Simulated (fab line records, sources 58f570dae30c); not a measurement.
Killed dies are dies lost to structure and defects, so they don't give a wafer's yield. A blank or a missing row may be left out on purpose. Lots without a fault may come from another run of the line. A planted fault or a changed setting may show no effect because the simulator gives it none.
fab line records | flow berkeley_cmos170
record lots=15 wafers=45 last_day=13
route steps=331 shown WELLDRIVE@56
lots that met no fault: from a run of the same line without faults
start_h: hours from the record's first day to the start of the lot's first wafer shown | wait_h: hours since the lot's step before | " the same as in the row above | L1.1+2: a row that stands for several wafers | - no value, or no start given | * or withheld: withheld | < > ~ a bound
route shown NAME@n: a module of which the file shows steps, and the number in the route of the first | usual: mean/standard deviation of fault-free wafers | same: alike in all rows | chamber/n: place in a boat | sites: the reading at each site | _std_site: their standard deviation | _edge_site: outer sites' mean less inner sites' | radius_mm: how far each site lies from the wafer's centre | mask NAME#n: copy n | behind: the tool/chamber that last shaped the wafer | hold: why the lot was held/for how many hours/how that ended | device: the transistor (n, p or np) that didn't switch | end of line: the same wafers' tests at the end of the route | a step without rows: its recipe alone | killed: dies lost to structure and defects at the first sort, not the wafer's yield | map: a wafer's dies, x killed, . not, _ none there
set.NAME: the setting as run; set.NAME@STEP: as run at that earlier step | model.NAME: the simulator's own value behind a step, which no gauge read
steps of the route over a sample of lots; a table a step, a row a wafer
services: from which hour (start_h, from the record's first day; less than 0 if before it) a tool's chamber was out of use, for how many hours, and why
## steps
# step UCB170_WELLDRIVE_OXIDATION_01
# recipe temp_c=1100 ambient=O2 target_thk_a=1990 ox_time_s=9000
# usual spike_tc_centre_C=1102.6/1.3 spike_tc_load_C=1127.5/2.9 spike_tc_source_C=1130.0/2 tube_center_temp_C=1100/0.098 tube_center_temp_C_max=1102.8/0.42 zone_power_load_pct=45.0/1.9 zone_power_source_pct=43.6/2.1
# columns lot.wafer tool chamber start_h wait_h spike_tc_centre_C spike_tc_load_C spike_tc_source_C tube_center_temp_C tube_center_temp_C_max zone_power_load_pct zone_power_source_pct
L123.4 furnace-04 0 74.40 8.7 1103.2 1129.2 1132.4 1099.9 1102.4 44.9 43.7
L123.5 " 0 " " 1103.0 1130.8 1129.8 1100 1102.0 45.8 43.3
L123.6 " 0 " " 1103.3 1130.1 1129.4 1099.9 1102.4 46.3 43.1
L124.2 furnace-01 0 91.43 1.3 1100.9 1123.8 1130.3 1100.2 1102.8 42.7 45.0
L124.3 " 0 " " 1101.4 1123.4 1127.5 1100.1 1102.7 43.3 44.9
L124.4 " 0 " " 1102.5 1125.0 1128.8 1099.9 1103.7 43.0 44.5
L127.3 furnace-01 0 96.28 4.7 1102.5 1127.2 1128.0 1100 1102.6 43.5 44.9
L127.5 " 0 " " 1103.0 1125.0 1127.6 1100.1 1102.4 42.4 45.0
L127.6 " 0 " " 1101.4 1122.5 1128.2 1100.1 1103.1 43.2 45.1
L128.1 furnace-01 0 96.28 2.4 1100.8 1124.0 1129.1 1100.1 1102.9 42.8 44.4
L128.3 " 0 " " 1103.5 1123.3 1128.4 1099.8 1102.7 42.4 43.9
L128.4 " 0 " " 1102.0 1124.4 1128.4 1100 1103.1 43.4 44.4
L129.1 furnace-01 0 96.28 2.4 1099.9 1124.4 1128.4 1100.2 1102.5 42.8 44.9
L129.3 " 0 " " 1102.4 1124.7 1129.0 1099.9 1103.4 42.6 44.9
L129.4 " 0 " " 1103.7 1125.1 1128.5 1100.1 1102.2 43.5 44.6
L130.3 furnace-04 0 116.05 2.2 1102.9 1128.2 1131.6 1100.1 1102.6 46.2 43.6
L130.5 " 0 " " 1100.8 1129.2 1131.6 1100.2 1102.8 45.8 43.7
L130.6 " 0 " " 1103.9 1128.8 1130.7 1100 1102.3 45.6 44.2
L135.4 furnace-04 0 125.24 1.7 1105.3 1129.6 1131.0 1100.1 1103.0 45.6 44.6
L135.5 " 0 " " 1103.0 1128.3 1129.8 1100 1102.9 46.2 44.2
L135.6 " 0 " " 1104.2 1130.0 1132.5 1100 1103.2 45.9 44.6
L132.2 furnace-04 0 130.09 3.0 1102.4 1129.2 1130.7 1100.1 1103.0 46.6 43.8
L132.5 " 0 " " 1101.6 1128.7 1132.3 1099.8 1102.1 46.7 44.1
L132.6 " 0 " " 1102.1 1130.7 1130.2 1100.2 1102.7 45.9 43.8
L134.1 furnace-04 0 130.09 2.4 1102.1 1128.7 1132.3 1100 1102.4 45.3 44.0
L134.2 " 0 " " 1102.9 1128.5 1130.7 1100 1103.3 45.9 43.9
L134.6 " 0 " " 1104.3 1131.5 1130.9 1099.8 1103.4 46.7 44.0
L136.1 furnace-04 0 130.09 2.0 1102.4 1129.2 1130.8 1100.1 1103.1 46.1 44.1
L136.3 " 0 " " 1103.8 1130.2 1131.5 1100.2 1103.0 46.5 44.0
L136.4 " 0 " " 1104.6 1129.7 1131.9 1100.1 1102.3 46.2 43.6
L138.1 furnace-02 0 136.90 5.2 1101.0 1132.8 1125.9 1100.1 1102.4 48.8 36.6
L138.4 " 0 " " 1101.4 1129.6 1123.7 1100 1102.5 48.5 36.9
L138.6 " 0 " " 1102.4 1130.4 1123.4 1100.2 1103.0 48.9 36.6
L143.2 furnace-04 0 160.04 3.3 1007.2 1032.0 1033.5 1003.5 1005.8 35.7 34.9
L143.4 " 0 " " 1007.1 1031.2 1033.2 1003.4 1006.6 36.5 34.5
L143.5 " 0 " " 1004.1 1032.8 1032.8 1003.4 1006.3 36.9 34.8
L144.3 furnace-04 0 171.67 5.3 1006.2 1032.9 1033.5 1003.4 1006.0 36.9 35.1
L144.4 " 0 " " 1006.6 1030.5 1033.8 1003.2 1006.3 36.6 35.3
L144.6 " 0 " " 1007.0 1032.9 1033.4 1003.3 1005.6 36.4 35.3
L145.1 furnace-04 0 171.67 2.8 1006.8 1031.2 1032.5 1003.3 1005.8 36.3 34.5
L145.2 " 0 " " 1007.4 1032.3 1035.1 1003.2 1005.5 36.2 34.3
L145.4 " 0 " " 1007.1 1032.6 1032.5 1003.4 1006.3 36.8 34.8
L146.1 furnace-01 0 180.78 4.0 1103.7 1124.0 1129.0 1099.9 1102.4 42.5 44.1
L146.2 " 0 " " 1100.3 1123.5 1131.1 1099.8 1102.5 42.4 44.1
L146.5 " 0 " " 1100.2 1124.8 1129.6 1100 1102.6 43.0 44.8
# step UCB170_WELLDRIVE_THK_MEAS_02
# recipe reads=SiO2_of_WELLDRIVE_OXIDATION_01
# usual WELLDRIVE_OXIDE_THK=198/3
# columns lot.wafer tool chamber start_h wait_h hold WELLDRIVE_OXIDE_THK[nm]
L123.4 film_metro-04 - 77.93 0.0 - 199
L123.5 " - " " - 198
L123.6 " - " " - 198
L124.2 film_metro-04 - 94.94 0.0 - 194
L124.3 " - " " - 198
L124.4 " - " " - 196
L127.3 film_metro-04 - 99.80 0.0 - 193
L127.5 " - " " - 194
L127.6 " - " " - 196
L128.1 film_metro-04 - 99.84 0.1 - 197
L128.3 " - " " - 200
L128.4 " - " " - 196
L129.1 film_metro-01 - 99.86 0.1 - 198
L129.3 " - " " - 196
L129.4 " - " " - 198
L130.3 film_metro-04 - 119.57 0.0 - 196
L130.5 " - " " - 197
L130.6 " - " " - 194
L135.4 film_metro-03 - 128.77 0.0 - 197
L135.5 " - " " - 195
L135.6 " - " " - 195
L134.1 film_metro-04 - 133.59 0.0 - 199
L134.2 " - " " - 200
L134.6 " - " " - 198
L132.2 film_metro-03 - 133.60 0.0 - 198
L132.5 " - " " - 193
L132.6 " - " " - 193
L136.1 film_metro-03 - 133.65 0.1 - 197
L136.3 " - " " - 199
L136.4 " - " " - 198
L138.1 film_metro-04 - 140.40 0.0 - 202
L138.4 " - " " - 197
L138.6 " - " " - 199
L143.2 film_metro-01 - 163.55 0.0 await_dispo/0.2h/release 96
L143.4 " - " " await_dispo/0.2h/release 96
L143.5 " - " " await_dispo/0.2h/release 97
L143.2 film_metro-01 - 163.78 0.2 - 95
L143.4 " - " " - 96
L143.5 " - " " - 97
L145.1 film_metro-01 - 175.17 0.0 await_dispo/0.2h/release 94
L145.2 " - " " await_dispo/0.2h/release 92
L145.4 " - " " await_dispo/0.2h/release 92
L145.1 film_metro-01 - 175.57 0.4 - 94
L145.2 " - " " - 92
L145.4 " - " " - 93
L144.3 film_metro-03 - 175.19 0.0 await_dispo/0.2h/release 92
L144.4 " - " " await_dispo/0.2h/release 91
L144.6 " - " " await_dispo/0.2h/release 96
L144.3 film_metro-03 - 175.42 0.2 - 92
L144.4 " - " " - 91
L144.6 " - " " - 96
L146.1 film_metro-01 - 184.28 0.0 - 199
L146.2 " - " " - 196
L146.5 " - " " - 199
## services
# columns tool chamber start_h hours kind
furnace-04 - 141.19 3.4 pm
furnace-04 - 163.54 4.0 pm
## key
first_sign step=UCB170_WELLDRIVE_OXIDATION_01 reading=tube_center_temp_C direction=down sigmas=99+ usual=* struck=*
effect step=UCB170_WELLDRIVE_OXIDATION_01 reading=tube_center_temp_C_max direction=down sigmas=99+ usual=* struck=*
effect step=UCB170_WELLDRIVE_THK_MEAS_02 reading=visit direction=added
effect step=UCB170_WELLDRIVE_THK_MEAS_02 reading=WELLDRIVE_OXIDE_THK direction=down sigmas=35 usual=198 struck=94
met_at UCB170_WELLDRIVE_OXIDATION_01
struck_lots L143,L144,L145
tester_left_out L143,L144,L145
onset_between 130.09 160.04
fault kind=process_parameter_drift tool=furnace-04 chamber=- onset_h=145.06 steps=UCB170_WELLDRIVE_OXIDATION_01 channel=temp_c offset=* shape=step end_h=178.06 acts_in=* stated=*
# tester_left_out: of these lots the tester's yield and bins aren't shown, on N5 and GAA mostly nor the transistor test; their killed dies are dies lost to structure and defects alone, not to doping, threshold or leakage, so they don't give the yield
